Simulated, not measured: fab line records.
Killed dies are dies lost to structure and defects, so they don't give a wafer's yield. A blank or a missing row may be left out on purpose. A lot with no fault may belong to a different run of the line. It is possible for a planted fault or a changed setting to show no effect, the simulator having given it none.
A single fault, viewed from 2 desks | flow berkeleyCmos170 | numbers are kept per desk, each desk with only its own; the story behind them comes last

## METROLOGY DESK
What the gauges read, lot by lot, whatever tool the lot ran on: means of the sampled wafers that have a number. If a lot's mean is further than 4 standard deviations from the usual mean, the lot is out of limits and carries the mark OUT (the distance appears in the brackets). Shown are 7 of the 11 readings it has, namely the first that went out of limits plus those furthest out on some lot.
Columns: A = cdNm at UCB170_M1_CD_MEAS_09, usual 700.1 nm; B = M1_OVL at UCB170_M1_OVL_MEAS_10, usual 1 nm; C = V1_POLISHED_THK at UCB170_V1_THK_MEAS_04, usual 999.8 nm; D = cdNm at UCB170_V1_CD_MEAS_12, usual 700.2 nm; E = cdNm at UCB170_V1_CD_MEAS_90, usual 700.1 nm; F = M2_AL_RS at UCB170_M2_RS_MEAS_02, usual 0.03212 ohm/sq; G = M2_AL_THK at UCB170_M2_THK_MEAS_03, usual 909 nm
lot  | first seen here | A     | B  | C                | D     | E     | F       | G
L129 | day 7 22:01     | 698.3 | 5  | 999.1            | 701.5 | 701.5 | 0.03162 | 929
L130 | day 7 22:29     | 699.1 | 0  | 1026.4 (+22) OUT | 699.6 | 700.0 | 0.03203 | 919
L132 | day 8 00:14     | 700.6 | 2  | 1025.5 (+21) OUT | 700.2 | 699.8 | 0.03258 | 900
L144 | day 11 06:02    | 698.9 | 11 | 999.5            | 699.8 | 700.2 | 0.03227 | 899
L142 | day 11 06:21    | 698.6 | 3  | 1000.0           | 702.6 | 703.2 | 0.03188 | 917
L148 | day 11 16:06    | 700.1 | 7  | 1000.3           | 700.6 | 699.8 | 0.03265 | 893
This desk finds L130, L132 out of limits, with the earliest case on L130 at day 8 06:40 (V1_POLISHED_THK at UCB170_V1_THK_MEAS_04). In limits: L129, L144, L142, L148.

## THE TOOL OWNER'S DESK: cmp-01
The tool's own readings at UCB170_V1_CMP_02 (polishes SiO2): means of the sampled wafers that have a number, for each lot that ran on this tool. If a lot's mean is further than 4 standard deviations from the usual mean, the lot is out of limits and carries the mark OUT (the distance appears in the brackets).
Columns: A = headPressurePsi at UCB170_V1_CMP_02, usual 5.999 psi; B = motorCurrentA at UCB170_V1_CMP_02, usual 16.5 A
lot  | first seen here | A     | B
L130 | day 8 03:22     | 6.010 | 17.3
L132 | day 8 03:40     | 6.000 | 16.5
L144 | day 11 08:52    | 6.013 | 18.2
This desk's finding: nothing out of limits on any of the 3 lots.

## ALL TOGETHER
An alarm was possible from the metrology desk at day 8 06:40, on L130, L132.
Nothing out of limits was seen by the tool owner's desk.
The tool owner's desk has L130, L132 on record, within its limits.
On cmp-01, each named lot ran UCB170_V1_CMP_02.

## WHAT THE SIMULATOR HAD INSERTED
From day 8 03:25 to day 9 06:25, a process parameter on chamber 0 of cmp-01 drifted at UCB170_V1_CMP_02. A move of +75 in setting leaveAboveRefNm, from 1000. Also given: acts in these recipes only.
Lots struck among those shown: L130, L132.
Per desk, hours elapsed from the start of the fault to the first reading out of limits: for the metrology desk, 3.
